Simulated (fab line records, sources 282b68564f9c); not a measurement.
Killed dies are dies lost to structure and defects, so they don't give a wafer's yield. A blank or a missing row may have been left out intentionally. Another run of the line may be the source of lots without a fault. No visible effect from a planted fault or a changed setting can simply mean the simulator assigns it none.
Which tool was responsible? / flow rit-cmos / 7 lots, 21 wafers sampled, at 2 steps of a route of 202

== WHAT THE GAUGES SHOWED, per wafer ==
RIT_SILICIDE_RS_MEAS_02: measurement is done with a four-point probe.
lot=L357; measured=day 3 07:10; on=film-metro-03; SILICIDE_TI_RS (ohm/sq)=48.2 48.6 48.2
lot=L359; measured=day 3 17:43; on=film-metro-01; SILICIDE_TI_RS (ohm/sq)=48.3 48.0 47.9
lot=L361; measured=day 4 07:02; on=film-metro-03; SILICIDE_TI_RS (ohm/sq)=46.3 46.6 46.1
lot=L363; measured=day 4 13:52; on=film-metro-02; SILICIDE_TI_RS (ohm/sq)=47.9 47.5 47.5
lot=L369; measured=day 6 00:27; on=film-metro-03; SILICIDE_TI_RS (ohm/sq)=48.2 48.3 48.7
lot=L374; measured=day 6 21:20; on=film-metro-02; SILICIDE_TI_RS (ohm/sq)=48.4 54.6 48.0
lot=L379; measured=day 7 22:11; on=film-metro-02; SILICIDE_TI_RS (ohm/sq)=47.8 48.5 47.6

== WHAT TOOL EACH LOT RAN ON (gives the tool, then ch and the chambers of the sampled wafers, and finally the start) ==
lot=L357; RIT_SILICIDE_SPUTTER_01=pvd-sputter-02, day 3 06:59
lot=L359; RIT_SILICIDE_SPUTTER_01=pvd-sputter-02, day 3 17:34
lot=L361; RIT_SILICIDE_SPUTTER_01=pvd-sputter-02, day 4 06:52
lot=L363; RIT_SILICIDE_SPUTTER_01=pvd-sputter-02, day 4 13:43
lot=L369; RIT_SILICIDE_SPUTTER_01=pvd-sputter-02, day 6 00:14
lot=L374; RIT_SILICIDE_SPUTTER_01=pvd-sputter-04, day 6 21:10
lot=L379; RIT_SILICIDE_SPUTTER_01=pvd-sputter-02, day 7 22:00
- RIT_SILICIDE_SPUTTER_01: material Ti, target thk 30 nm, time 240 s.

== THE ANSWER, worked out from the rows above alone ==
Rule: the usual values come from the lots themselves. The widest of any qualifying gaps counts: lots, ordered by their means at a reading, are off when they make up no more than a third of the lots, leave a main group of 4 or more, and stand apart from it by 3 or more times the standard deviation of that group's means. A main group is skipped when, at the precision printed for the reading in the tables above, its means are all equal. Also off: a lot with no number at a reading for which 4 or more lots have one. Any other lot the step has rows for is counted as sound.
Nothing can be told from this: no lot is off at any reading shown.

== WHAT THE SIMULATOR HAD PUT IN ==
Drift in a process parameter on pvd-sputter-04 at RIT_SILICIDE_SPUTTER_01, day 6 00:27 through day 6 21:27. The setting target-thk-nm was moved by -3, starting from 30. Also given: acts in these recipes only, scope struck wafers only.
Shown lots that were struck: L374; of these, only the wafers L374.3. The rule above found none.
